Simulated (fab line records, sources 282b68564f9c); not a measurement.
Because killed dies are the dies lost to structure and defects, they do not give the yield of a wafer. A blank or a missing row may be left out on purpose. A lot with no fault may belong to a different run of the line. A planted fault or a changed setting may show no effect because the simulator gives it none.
Which tool did it? | flow rit-cmos | 14 lots (42 wafers sampled), 1 step of a 202-step route

== WHAT THE GAUGES SHOWED, per wafer ==
Not one reading of a measure or inspect step in the record can be checked against a usual standard deviation.

== EACH LOT AND THE TOOL THAT RAN IT (in order: tool; ch and the chambers of the sampled wafers; start) ==
lot  | RIT_PLDD_EXPOSE_03
L570 | iline-stepper-02 ch 0, day 2 23:16
L571 | iline-stepper-01 ch 0, day 3 05:22
L572 | iline-stepper-02 ch 0, day 3 11:54
L573 | iline-stepper-01 ch 0, day 3 15:30
L577 | iline-stepper-01, day 4 16:10
L578 | iline-stepper-01, day 4 19:52
L582 | iline-stepper-01 ch 0, day 5 23:22
L583 | iline-stepper-02 ch 0, day 6 03:04
L584 | iline-stepper-01 ch 0, day 6 07:06
L587 | iline-stepper-01 ch 0, day 6 16:57
L588 | iline-stepper-02 ch 0, day 6 20:09
L589 | iline-stepper-01 ch 0, day 7 00:56
L590 | iline-stepper-01 ch 0, day 7 05:14
L591 | iline-stepper-01 ch 0, day 7 09:10
- RIT_PLDD_EXPOSE_03: exposes mask M8, target cd 40900 nm.

== AS READ BY THE TOOLS THEMSELVES (means over the sampled wafers that have a number; for cases with no such wafer, the mark the record gives instead) ==
RIT_PLDD_EXPOSE_03. Usual: exposure-dose-mJ-cm2 249.97, standard deviation 0.25; focus-offset-nm -0.1 nm, standard deviation 0.56.
lot  | tool             | exposure-dose-mJ-cm2 | focus-offset-nm (nm) | flag
L570 | iline-stepper-02 | 250.16               | 0.0                  |
L571 | iline-stepper-01 | 250.18               | -0.2                 |
L572 | iline-stepper-02 | 250.08               | -0.3                 |
L573 | iline-stepper-01 | 249.83               | -0.2                 |
L577 | iline-stepper-01 | -                    | -                    | OFF
L578 | iline-stepper-01 | -                    | -                    | OFF
L582 | iline-stepper-01 | 249.88               | -0.0                 |
L583 | iline-stepper-02 | 250.03               | 0.1                  |
L584 | iline-stepper-01 | 249.78               | 0.3                  |
L587 | iline-stepper-01 | 249.97               | 0.1                  |
L588 | iline-stepper-02 | 250.30               | -0.2                 |
L589 | iline-stepper-01 | 249.94               | -0.2                 |
L590 | iline-stepper-01 | 249.71               | 0.7                  |
L591 | iline-stepper-01 | 249.87               | -0.2                 |

== THE ANSWER, worked out from the rows above alone ==
Rule: take the mean of a lot's wafers that have a number; if it is more than 3 standard deviations from the usual mean, the lot is off. A lot without any number at a reading at which 4 lots or more have one is off too. Where the step has rows for the other lots, those lots are counted as sound. The gauges are gone through in route order, then the tools' own readings, and for those a lot's mean is taken as printed above. The first step at which some lot is off is used, and at that step the reading that is off furthest; a lot without a number counts as furthest.
Off at RIT_PLDD_EXPOSE_03 (exposure-dose-mJ-cm2): L577, L578. Without a number there: L577, L578.
A tool fits if, at that step or a process step before it, it ran every lot that is off, and no sound lot after the first of them. Not one of the candidates tried fits.

== WHAT WAS PUT IN BY THE SIMULATOR ==
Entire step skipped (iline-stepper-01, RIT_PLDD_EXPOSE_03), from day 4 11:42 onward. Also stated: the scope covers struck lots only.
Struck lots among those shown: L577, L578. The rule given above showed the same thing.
